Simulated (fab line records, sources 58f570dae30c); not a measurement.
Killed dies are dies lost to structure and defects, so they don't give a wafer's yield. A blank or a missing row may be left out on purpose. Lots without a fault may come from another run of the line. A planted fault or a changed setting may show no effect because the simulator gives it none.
Which tool did it? | flow berkeley_cmos170 | 14 lots, 42 wafers sampled, at 3 steps of a route of 331

WHAT THE GAUGES READ, wafer by wafer
UCB170_M2_RS_MEAS_02: measures by four-point-probe.
lot  | measured     | on            | M2_AL_RS (ohm/sq)
L362 | day 7 16:36  | film_metro-01 | 0.0321 0.0320 0.0325
L359 | day 7 16:41  | film_metro-02 | 0.0324 0.0320 0.0326
L361 | day 7 19:48  | film_metro-03 | 0.0326 0.0322 0.0326
L363 | day 8 22:02  | film_metro-03 | 0.0323 0.0329 0.0326
L365 | day 9 01:52  | film_metro-01 | 0.0322 0.0324 0.0325
L364 | day 9 02:08  | film_metro-02 | 0.0325 0.0331 0.0328
L368 | day 9 07:35  | film_metro-02 | 0.0320 0.0327 0.0323
L373 | day 10 11:34 | film_metro-01 | 0.0435 0.0432 0.0433
L369 | day 10 12:05 | film_metro-03 | 0.0426 0.0431 0.0427
L377 | day 11 01:00 | film_metro-03 | 0.0321 0.0320 0.0325
L378 | day 11 01:10 | film_metro-01 | 0.0323 0.0326 0.0326
L381 | day 12 01:10 | film_metro-02 | 0.0331 0.0327 0.0328
L380 | day 12 02:43 | film_metro-03 | 0.0320 0.0322 0.0326
L382 | day 12 18:23 | film_metro-02 | 0.0321 0.0324 0.0323

UCB170_M2_THK_MEAS_03: measures by xrf.
lot  | measured     | on            | M2_AL_THK (nm)
L362 | day 7 16:43  | film_metro-01 | 887 886 879
L359 | day 7 16:48  | film_metro-02 | 879 889 873
L361 | day 7 19:54  | film_metro-03 | 893 902 895
L363 | day 8 22:08  | film_metro-03 | 901 888 895
L365 | day 9 01:59  | film_metro-01 | 892 882 883
L364 | day 9 02:15  | film_metro-02 | 875 855 861
L368 | day 9 07:41  | film_metro-02 | 885 868 882
L373 | day 10 11:41 | film_metro-01 | 656 668 660
L369 | day 10 12:11 | film_metro-03 | 683 678 684
L377 | day 11 01:06 | film_metro-03 | 898 902 893
L378 | day 11 01:17 | film_metro-01 | 896 885 885
L381 | day 12 01:17 | film_metro-02 | 861 871 870
L380 | day 12 02:49 | film_metro-03 | 897 899 891
L382 | day 12 18:30 | film_metro-02 | 890 879 884

WHICH TOOL RAN EACH LOT (tool, then ch and the chambers of the sampled wafers, then the start)
lot  | UCB170_M2_SPUTTER_01
L362 | pvd_sputter-01, day 7 16:29
L359 | pvd_sputter-03, day 7 16:36
L361 | pvd_sputter-01, day 7 19:40
L363 | pvd_sputter-02, day 8 21:55
L365 | pvd_sputter-01, day 9 01:46
L364 | pvd_sputter-03, day 9 02:03
L368 | pvd_sputter-01, day 9 07:28
L373 | pvd_sputter-01, day 10 11:29
L369 | pvd_sputter-01, day 10 11:58
L377 | pvd_sputter-03, day 11 00:52
L378 | pvd_sputter-02, day 11 01:05
L381 | pvd_sputter-02, day 12 01:05
L380 | pvd_sputter-03, day 12 02:37
L382 | pvd_sputter-02, day 12 18:17
- UCB170_M2_SPUTTER_01: material Al, target thk 900 nm, time 120 s.

WHAT THE TOOLS THEMSELVES READ (means of the sampled wafers that have a number; where no wafer has one, the mark that the record gives instead)
UCB170_M2_SPUTTER_01.
lot  | tool           | cathode_dc_power_W (W) | throttle_valve_pct (%)
L362 | pvd_sputter-01 | 6000.2                 | 29.9
L359 | pvd_sputter-03 | 6000.1                 | 30.3
L361 | pvd_sputter-01 | 5999.2                 | 29.2
L363 | pvd_sputter-02 | 5999.2                 | 29.8
L365 | pvd_sputter-01 | 5999.2                 | 29.3
L364 | pvd_sputter-03 | 6000.1                 | 30.1
L368 | pvd_sputter-01 | 6000.7                 | 29.7
L373 | pvd_sputter-01 | 4490.6                 | 29.9
L369 | pvd_sputter-01 | 4489.2                 | 30.2
L377 | pvd_sputter-03 | 6000.1                 | 30.2
L378 | pvd_sputter-02 | 6000.6                 | 29.8
L381 | pvd_sputter-02 | 5999.8                 | 30.1
L380 | pvd_sputter-03 | 5999.7                 | 30.6
L382 | pvd_sputter-02 | 6000.6                 | 30.0

THE ANSWER, worked out from the rows above alone
Rule: what is usual is taken from the lots themselves. Put in order of their means at a reading, lots are off if they are a third of the lots or fewer, leave a main group of 4 or more, and stand apart from it by a gap of 3 or more times the standard deviation of the main group's means; of several such gaps the widest counts. A main group whose means are all the same, to the digits that the tables above print for the reading, isn't used. A lot without any number at a reading at which 4 lots or more have one is off too. The other lots that the step has rows for count as sound. The gauges are gone through in route order, then the tools' own readings, and for those a lot's mean is taken as printed above. The first step at which some lot is off is used, and at that step the reading that is off furthest; a lot without a number counts as furthest.
Off: L373, L369, at UCB170_M2_RS_MEAS_02 (M2_AL_RS). The main group: mean 0.0324 ohm/sq, standard deviation 0.00021.
A tool fits if, at a process step before that reading, it ran every lot that is off, and no sound lot after the first of them. The gauges at UCB170_M2_RS_MEAS_02 aren't tried: what is off there is off at UCB170_M2_SPUTTER_01 too, on other tools, and a gauge's error can't cause that. One fits: pvd_sputter-01 at UCB170_M2_SPUTTER_01. Its last sound lot is L368 (day 9 07:28), its first lot that is off L373 (day 10 11:29): a fault that began between those two fits.
The tool's own readings at UCB170_M2_SPUTTER_01 bear it out: on the lots that are off they differ by more than 5 times the standard deviation of the sound lots' means. cathode_dc_power_W reads 4489.9 W there against 6000.0 W on the sound lots.

WHAT THE SIMULATOR HAD PUT IN
Process parameter drift: pvd_sputter-01, from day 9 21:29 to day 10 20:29, at UCB170_M2_SPUTTER_01. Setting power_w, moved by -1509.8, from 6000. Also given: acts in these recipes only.
Lots struck among those shown: L373, L369. The rule above found the same.
